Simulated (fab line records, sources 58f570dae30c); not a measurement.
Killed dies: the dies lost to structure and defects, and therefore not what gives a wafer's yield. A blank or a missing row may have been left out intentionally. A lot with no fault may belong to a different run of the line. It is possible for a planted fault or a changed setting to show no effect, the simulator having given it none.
Which of the tools did it? | flow berkeley-cmos170 | Sampling: 10 lots, 30 wafers, 4 of 331 route steps

WHAT EACH GAUGE READ, for each wafer
UCB170_M2_RS_MEAS_02: measures by four-point-probe.
lot  | measured     | on            | M2_AL_RS (ohm/sq)
L233 | day 9 03:28  | film-metro-03 | 0.0321 0.0320 0.0319
L234 | day 8 23:19  | film-metro-01 | 0.0320 0.0320 0.0317
L239 | day 10 02:33 | film-metro-03 | 0.0338 0.0336 0.0342
L242 | day 10 11:27 | film-metro-03 | 0.0338 0.0333 0.0334
L248 | day 12 04:42 | film-metro-01 | 0.0325 0.0322 0.0323
L252 | day 12 09:50 | film-metro-02 | 0.0319 0.0330 0.0328
L250 | day 12 13:08 | film-metro-03 | 0.0324 0.0326 0.0326
L253 | day 12 17:28 | film-metro-03 | 0.0320 0.0318 0.0319
L255 | day 14 01:23 | film-metro-01 | 0.0319 0.0320 0.0321
L256 | day 14 01:59 | film-metro-02 | 0.0325 0.0323 0.0323

EACH LOT AND THE TOOL THAT RAN IT (in order: tool; ch and the chambers of the sampled wafers; start)
lot  | UCB170_PWELL_ETCH_14              | UCB170_GATE_ETCH_14                | UCB170_M2_SPUTTER_01
L233 | rie-diel-02 ch 0,1, day 3 02:32   | rie-diel-04 ch 0,2,3, day 7 10:25  | pvd-sputter-01, day 9 03:21
L234 | rie-diel-01 ch 0,2,3, day 3 16:53 | rie-diel-02 ch 1,2,3, day 7 10:41  | pvd-sputter-03, day 8 23:14
L239 | rie-diel-03 ch 1,2,3, day 4 13:16 | rie-diel-03 ch 0,1,3, day 8 17:31  | pvd-sputter-03, day 10 02:28
L242 | rie-diel-02 ch 0,2, day 5 14:45   | rie-diel-02 ch 0,2,3, day 9 06:17  | pvd-sputter-03, day 10 11:20
L248 | rie-diel-02 ch 0,1,3, day 6 13:40 | rie-diel-04 ch 1,3, day 10 23:40   | pvd-sputter-01, day 12 04:35
L252 | rie-diel-02 ch 0,1,3, day 7 03:07 | rie-diel-04 ch 0,1, day 11 04:46   | pvd-sputter-02, day 12 09:45
L250 | rie-diel-01 ch 0,2, day 7 03:13   | rie-diel-03 ch 0,2,3, day 11 05:15 | pvd-sputter-02, day 12 13:03
L253 | rie-diel-03 ch 1,2, day 7 16:05   | rie-diel-02 ch 0,2, day 11 11:03   | pvd-sputter-01, day 12 17:23
L255 | rie-diel-01 ch 1,3, day 7 23:53   | rie-diel-04 ch 1,2,3, day 12 14:56 | pvd-sputter-03, day 14 01:16
L256 | rie-diel-01 ch 0,1,2, day 8 06:24 | rie-diel-02 ch 0,2,3, day 12 15:04 | pvd-sputter-03, day 14 01:54
- UCB170_PWELL_ETCH_14: etches Si3N4 in CH3F/Ar/O2, stops on SiO2, target depth 242 nm, time 151 s.
- UCB170_GATE_ETCH_14: etches BARC in N2/H2.
- UCB170_M2_SPUTTER_01: material Al, target thk 900 nm, time 120 s.

THE ANSWER, worked out from the rows above alone
Rule: what is usual is taken from the lots themselves. The widest of any qualifying gaps counts: lots, ordered by their means at a reading, are off when they make up no more than a third of the lots, leave a main group of 4 or more, and stand apart from it by 3 or more times the standard deviation of that group's means. Not used: any main group whose means are identical at the precision the tables above print for the reading. A lot without any number at a reading at which 4 lots or more have one is off too. Where the step has rows for the other lots, those lots are counted as sound.
Off: L239, L242, at UCB170_M2_RS_MEAS_02 (M2_AL_RS). Main group: mean 0.0322 ohm/sq, sd 0.00026.
A tool fits if, at a process step before that reading, it ran every lot that is off, and no sound lot after the first of them. Those tools and the gauges at UCB170_M2_RS_MEAS_02 are tried in the same way. Not one of the candidates tried fits.

WHAT THE SIMULATOR PUT IN
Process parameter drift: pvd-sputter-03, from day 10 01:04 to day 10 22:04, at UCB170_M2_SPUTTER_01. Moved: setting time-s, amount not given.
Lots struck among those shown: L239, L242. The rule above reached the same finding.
